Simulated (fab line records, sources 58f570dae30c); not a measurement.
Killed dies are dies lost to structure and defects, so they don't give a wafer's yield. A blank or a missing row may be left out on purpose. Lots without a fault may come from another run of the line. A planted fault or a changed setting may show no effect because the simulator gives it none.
Tool commonality check | flow berkeley_cmos170 | 14 lots, 42 wafers sampled

WHY IT WAS OPENED
At UCB170_NLDD_OVL_MEAS_07 the reading NLDD_OVL is flagged on 3 of 14 lots. Wafers without a fault read -1 nm, standard deviation 4.1.
Rule: a lot is flagged when every wafer of it that has a number lies more than 4 standard deviations from that mean, or none has a number. The other lots count as sound.

lot  | measured     | on         | NLDD_OVL (nm), wafer by wafer | flag
L817 | day 6 19:23  | overlay-01 | 0 -7 -7                       |
L816 | day 6 19:35  | overlay-02 | 5 -1 3                        |
L819 | day 7 18:21  | overlay-01 | -2 -1 3                       |
L818 | day 7 18:53  | overlay-01 | 0 1 0                         |
L824 | day 8 21:07  | overlay-01 | -12 -7 -4                     |
L823 | day 8 22:16  | overlay-02 | 261 265 258                   | FLAGGED
L826 | day 9 01:30  | overlay-01 | 261 271 264                   | FLAGGED
L827 | day 9 01:58  | overlay-02 | 258 258 259                   | FLAGGED
L828 | day 9 02:49  | overlay-02 | 1 -5 -6                       |
L830 | day 10 02:10 | overlay-01 | 4 -5 -2                       |
L833 | day 10 10:01 | overlay-02 | -7 -2 -1                      |
L831 | day 10 10:17 | overlay-01 | -6 -2 -6                      |
L835 | day 11 07:14 | overlay-01 | -2 1 -2                       |
L839 | day 11 14:44 | overlay-02 | -4 -5 -1                      |
The numbers of the flagged lots are 262 nm on average: +263 nm against the usual, or +64 standard deviations.

WHICH TOOL RAN EACH LOT
The record holds 1 process step before the reading, out of a route of 331 steps. In each cell: the tool, then ch and the chambers that the sampled wafers went through, then the start.
lot  | flag    | UCB170_NLDD_EXPOSE_03
L817 |         | krf_scanner-01 ch 0, day 6 18:19
L816 |         | krf_scanner-01 ch 0, day 6 18:43
L819 |         | krf_scanner-01 ch 0, day 7 17:40
L818 |         | krf_scanner-01 ch 0, day 7 18:05
L824 |         | krf_scanner-02 ch 0, day 8 19:53
L823 | FLAGGED | krf_scanner-02 ch 0, day 8 21:26
L826 | FLAGGED | krf_scanner-02 ch 0, day 9 00:53
L827 | FLAGGED | krf_scanner-02 ch 0, day 9 01:16
L828 |         | krf_scanner-01 ch 0, day 9 01:44
L830 |         | krf_scanner-01 ch 0, day 10 01:30
L833 |         | krf_scanner-01 ch 0, day 10 08:58
L831 |         | krf_scanner-01 ch 0, day 10 09:20
L835 |         | krf_scanner-01 ch 0, day 11 05:41
L839 |         | krf_scanner-01 ch 0, day 11 13:47
What these steps do:
- UCB170_NLDD_EXPOSE_03: exposes mask NSELECT, target cd 1200 nm.
- UCB170_NLDD_OVL_MEAS_07

FLAGGED OVER TOTAL, TOOL BY TOOL (the gauges that took the reading come last)
step                    | tool           | lots run | flagged | share of the flagged lots | sound lots run after its first flagged lot
UCB170_NLDD_EXPOSE_03   | krf_scanner-01 | 10       | 0       | none                      | -
UCB170_NLDD_EXPOSE_03   | krf_scanner-02 | 4        | 3       | all                       | 0
UCB170_NLDD_OVL_MEAS_07 | overlay-01     | 8        | 1       | some                      | 3 (L830,L831,L835)
UCB170_NLDD_OVL_MEAS_07 | overlay-02     | 6        | 2       | some                      | 3 (L828,L833,L839)

WHAT THE TABLE ALLOWS
1 row of the table ran every flagged lot: krf_scanner-02 at UCB170_NLDD_EXPOSE_03.
- krf_scanner-02 at UCB170_NLDD_EXPOSE_03: 3 of its 4 lots flagged. Its last sound lot is L824 (day 8 19:53), its first flagged lot L823 (day 8 21:26): a fault that began between those two fits.
One tool is left: krf_scanner-02 at UCB170_NLDD_EXPOSE_03.

WHAT THE SIMULATOR HAD PUT IN
Scanner matching overlay: krf_scanner-02, from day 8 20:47 on, at UCB170_NLDD_EXPOSE_03. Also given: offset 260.
Lots struck among those shown: L823, L826, L827. The rule above found the same.
